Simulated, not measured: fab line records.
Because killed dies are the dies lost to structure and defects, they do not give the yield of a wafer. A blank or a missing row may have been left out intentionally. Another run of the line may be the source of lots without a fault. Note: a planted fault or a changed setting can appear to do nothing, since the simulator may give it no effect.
A struck lot beside a sound one -- flow ritCmos -- 20 out of 202 route steps
Sound: the wafers L810.3, L810.5, L810.6. Wafers struck: L814.2, L814.3, L814.5. At the end, the cause is stated.
At each step with rows: each side's tool, then ch and its chambers, then its first start. Under that, the readings that differ: sound wafers -- struck wafers -- difference of the means -- sigmas: that difference in standard deviations of wafers without a fault.
alike: readings with means less than 2 such deviations apart, plus words and numbers identical on both sides. not compared: withheld readings, readings lacking a value on some wafer, bounds such as >300 that could conceal the same value, and numbers that have no deviation in the record and whose values overlap.
Wherever a step has rows on one side only, a row that says differs or no value, or a row with sigmas, the two part there. Numbers that have no deviation but don't overlap get no sigmas and don't part them. A reading missing from all wafers of one side parts the sides only when that side holds two or more wafers.

first, 3 steps without rows for these wafers: RIT_GATE_CLEAN_02 (cleans in dHF, time 30 s); RIT_GATE_CLEAN_03 (cleans in SC2, time 600 s); RIT_GATE_CLEAN_04 (cleans in dHF, time 60 s).
RIT_FOX2_THK_MEAS_91:
  sound on filmMetro-04 at day 4 16:59; struck on filmMetro-04 at day 5 11:28
  alike: FIELD_OXIDE_LEFT_2_THK
then, 2 steps without rows for these wafers: RIT_GATE_OXIDATION_05 (target thk 3 nm, ox time 270 s); RIT_GATE_ANNEAL_06 (time 600 s).
RIT_GATE_THK_MEAS_07:
  sound on filmMetro-01 at day 4 18:22; struck on filmMetro-02 at day 5 13:06
  alike: GATE_OXIDE_THK
then, 1 step without rows for these wafers: RIT_GATE_CVD_08 (deposits poly-Si from SiH4, target thk 250 nm, time 2220 s).
RIT_GATE_THK_MEAS_09:
  sound on filmMetro-02 at day 4 20:03; struck on filmMetro-02 at day 5 14:47
  alike: GATE_POLY_THK
then, 3 steps without rows for these wafers: RIT_GATE_HMDS_10 (prime time 60 s); RIT_GATE_COAT_11 (resist thk 850 nm); RIT_GATE_SOFTBAKE_12 (time 60 s).
RIT_GATE_EXPOSE_13: exposes mask M6, target cd 150 nm.
  sound on ilineStepper-01 ch 0, day 4 20:56; struck on ilineStepper-02 ch 0, day 5 15:31
reading,sound,struck,difference,sigmas
exposureDoseMJCm2,377.9 377.9 377.9,394.4 394.7 394.5,+16.6,+45
  alike: mask, reticleTempC
then, 1 step without rows for these wafers: RIT_GATE_PEB_14.
RIT_GATE_DEVELOP_15: develop time 50.85 s.
  sound: lithoTrack-01 ch 0; struck: lithoTrack-01 ch 0
reading,sound,struck,difference,sigmas
model.GATE.cdNm (nm),150.7 150 152.3,128.9 128.3 129,-22.3,
  alike: chillPlateTempC
RIT_GATE_CD_MEAS_16: target cd 150 nm.
  sound on cdSem-01 at day 4 21:20; struck on cdSem-02 at day 5 15:55
reading,sound,struck,difference,sigmas
cdNm (nm),151.2 149.9 152.2,128.7 128.0 129.0,-22.5,-10
RIT_GATE_OVL_MEAS_17:
  sound on overlay-02 at day 4 21:26; struck on overlay-02 at day 5 16:01
reading,sound,struck,difference,sigmas
GATE_OVL (nm),3.0 3.5 3.6,0.3 -1.0 0.6,-3.4,-2
then, 1 step without rows for these wafers: RIT_GATE_HARDBAKE_18 (time 60 s).
RIT_GATE_ETCH_19: etches poly-Si in SF6/CHF3/O2, stops on SiO2, time 165 s, target depth 312.5 nm.
  sound on rieSi-02 ch 0,1,3, day 4 21:36; struck on rieSi-02 ch 1,3, day 5 16:12
reading,sound,struck,difference,sigmas
model.GATE.cdNm (nm),150.6 150 152.2,128.9 128.1 128.9,-22.3,
  alike: drypumpMotorCurrentA, oesProductAu, throttleValvePct
  not compared: rfHoursCounterH
RIT_GATE_STRIP_20: strips in O2, time 180 s.
  sound on plasmaAsher-04 ch 0,1, day 4 21:46; struck on plasmaAsher-04 ch 0,1, day 5 16:19
  alike: drypumpMotorCurrentA, o2FlowSccm
  not compared: rfHoursCounterH

## WHERE THEY PART
At RIT_GATE_EXPOSE_13 first; at RIT_GATE_OVL_MEAS_17 last (within this record only). Later steps at which nothing parts them and some readings are alike: RIT_GATE_ETCH_19, RIT_GATE_STRIP_20.

WHY: whatever the simulator had introduced
Process parameters drifting: ilineStepper-02 at RIT_GATE_EXPOSE_13, beginning at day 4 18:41. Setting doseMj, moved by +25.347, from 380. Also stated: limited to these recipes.
